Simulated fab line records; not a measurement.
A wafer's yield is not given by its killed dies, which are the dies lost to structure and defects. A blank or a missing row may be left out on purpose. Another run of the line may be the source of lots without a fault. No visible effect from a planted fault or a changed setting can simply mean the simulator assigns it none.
2 desks looking at one fault | flow rit_cmos | numbers are kept per desk, each desk with only its own; the story behind them comes last

== THE METROLOGY DESK ==
What the gauges read for every lot (on any tool): the sampled wafers with a number, averaged. If a lot's mean is further than 4 standard deviations from the usual mean, the lot is out of limits and carries the mark OUT (the distance appears in the brackets).
Columns: A = PRETRO_OVL at RIT_PRETRO_OVL_MEAS_06, usual -1.2 nm; B = NLDD_TW at RIT_NLDD_TW_MEAS_10, usual 2486
lot  | first seen here | A    | B
L525 | day 2 07:51     | -0.9 | 2496
L526 | day 2 11:19     | -0.5 | 2485
L527 | day 2 17:11     | 0.4  | 2498
L528 | day 2 22:34     | -2.0 | 2508
L530 | day 3 09:40     | -2.7 | 2475
L531 | day 3 12:15     | -0.7 | 2509
L533 | day 4 04:53     | 1.0  | 2470
L535 | day 4 09:35     | -1.6 | 2497
L534 | day 4 10:08     | -1.5 | 2502
L536 | day 4 17:33     | -0.9 | 2483
L537 | day 4 19:47     | -2.5 | 2467
L538 | day 4 23:44     | -0.6 | 2463
L541 | day 5 16:14     | -3.7 | 2480
L546 | day 6 15:52     | -3.0 | 2506
This desk found nothing out of limits on any of the 14 lots.

== AT THE TOOL OWNER'S DESK: implanter-02 ==
RIT_PSD_IMPLANT_08, tool's own readings: per-lot mean of the sampled wafers with a number, covering each lot this tool ran. If a lot's mean is further than 4 standard deviations from the usual mean, the lot is out of limits and carries the mark OUT (the distance appears in the brackets).
Columns: A = dose_ions_cm2 at RIT_PSD_IMPLANT_08, usual 5.001e+15
lot  | first seen here | A
L525 | day 3 02:41     | 5.004e+15
L527 | day 3 10:08     | 5.001e+15
L533 | day 4 23:10     | 4.995e+15
L534 | day 5 07:14     | 4.999e+15
L537 | day 5 15:25     | 5.014e+15
L541 | day 6 10:25     | 5.435e+15 (+75) OUT
L546 | day 7 09:50     | 5.431e+15 (+74) OUT
This desk's finding: out of limits on L541, L546; first on L541, day 6 10:25 (dose_ions_cm2 at RIT_PSD_IMPLANT_08). L525, L527, L533, L534, L537: within limits.

== ALL TOGETHER ==
An alarm could have come from the tool owner's desk at day 6 10:25, on L541, L546.
Nothing out of limits was seen by the metrology desk.
The metrology desk holds a record of L541, L546, inside its limits.
RIT_PSD_IMPLANT_08 was run on implanter-02 by each of the lots named.

== WHAT THE SIMULATOR PUT IN ==
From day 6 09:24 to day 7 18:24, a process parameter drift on implanter-02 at RIT_PSD_IMPLANT_08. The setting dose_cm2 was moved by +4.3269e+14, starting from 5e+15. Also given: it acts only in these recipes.
Shown lots that were struck: L541, L546.
Delay in hours, fault start to first out-of-limits reading, by desk: the tool owner's desk at 1.
